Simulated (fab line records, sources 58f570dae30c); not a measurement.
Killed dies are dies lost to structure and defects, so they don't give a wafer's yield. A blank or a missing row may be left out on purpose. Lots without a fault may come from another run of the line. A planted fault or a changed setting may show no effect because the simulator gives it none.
A struck lot beside a sound one | flow berkeley_cmos170 | 13 steps out of a route of 331
Sound: wafers L634.2, L634.4, L634.5. Struck: wafers L636.1, L636.5, L636.6. The cause comes at the end.
At each step with rows: each side's tool, then ch and its chambers, then its first start. Under that, the readings that differ: sound wafers | struck wafers | difference of the means | sigmas: that difference in standard deviations of wafers without a fault.
alike: readings whose means differ by less than 2 such deviations, and words and numbers that are the same on both sides. not compared: withheld readings, readings that some wafer has no value for, bounds like >300 that may hide the same value, and numbers for which the record gives no deviation and whose values overlap.
The two part at a step that has a row with sigmas, a row that says differs or no value, or rows on one side only. Numbers that don't overlap but have no deviation are shown without sigmas and don't part them. A reading that every wafer of one side lacks parts them only if that side has two wafers or more.

first, 2 steps without rows for these wafers: UCB170_NLDD_PEB_04; UCB170_NLDD_DEVELOP_05 (develop time 45 s).
UCB170_NLDD_CD_MEAS_06: target cd 1200 nm.
  sound on cd_sem-01, day 11 04:00; struck on cd_sem-01, day 11 05:04
  alike: cd_nm
UCB170_NLDD_OVL_MEAS_07:
  sound on overlay-02, day 11 04:07; struck on overlay-02, day 11 05:11
  alike: NLDD_OVL
then, 2 steps without rows for these wafers: UCB170_NLDD_IMPLANT_08; UCB170_NLDD_IMPLANT_09.
UCB170_NLDD_STRIP_10: strips in O2.
  sound on plasma_asher-04 ch 0,1, day 11 04:26; struck on plasma_asher-01 ch 0,1, day 11 05:31
  alike: drypump_motor_current_A, oes_product_au, strip_time_to_endpoint_s
  not compared: rf_hours_counter_h
UCB170_NLDD_TW_MEAS_11:
  sound on film_metro-02, day 11 04:33; struck on film_metro-02, day 11 05:37
  alike: NLDD_TW
then, 1 step without rows for these wafers: UCB170_NLDD_CLEAN_12 (cleans in SPM, time 600 s).
UCB170_SPACER_CVD_00: deposits SiO2 from TEOS/O2, target thk 376 nm, time 47 s.
  sound on pecvd-04 ch 0,2, day 11 04:46; struck on pecvd-04 ch 1,2, day 11 05:55
  alike: heater_power_w
UCB170_SPACER_THK_MEAS_01:
  sound on film_metro-03, day 11 04:49; struck on film_metro-02, day 11 05:57
  alike: SPACER_TEOS_THK
then, 1 step without rows for these wafers: UCB170_SPACER_ANNEAL_02 (time 1800 s).
UCB170_SPACER_ETCHBACK_03: etches SiO2 in CHF3/CF4/Ar, stops on Si, target depth 376 nm, time 100 s.
  sound on rie_diel-03 ch 0,2,3, day 11 10:47; struck on rie_diel-01 ch 2,3, day 11 10:47
  reading                  | sound             | struck            | difference | sigmas
  oes_product_au (a.u.)    | 0.900 0.931 0.898 | 0.975 0.976 0.987 | +0.070     | +4
  run_length_s (s)         | 127.8 128.5 128.1 | 110.1 110.4 110.7 | -17.7      | -35
  model.etch.depth_nm (nm) | 368.7 375.5 379.8 | 353 352.6 354.1   | -21        |
  alike: drypump_motor_current_A, throttle_valve_pct
  not compared: rf_hours_counter_h

WHERE THEY PART
Only at UCB170_SPACER_ETCHBACK_03, within this record.

WHY: what the simulator had put in
Process parameter drift: rie_diel-01, from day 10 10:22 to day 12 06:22, at UCB170_SPACER_ETCHBACK_03. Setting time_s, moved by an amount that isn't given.
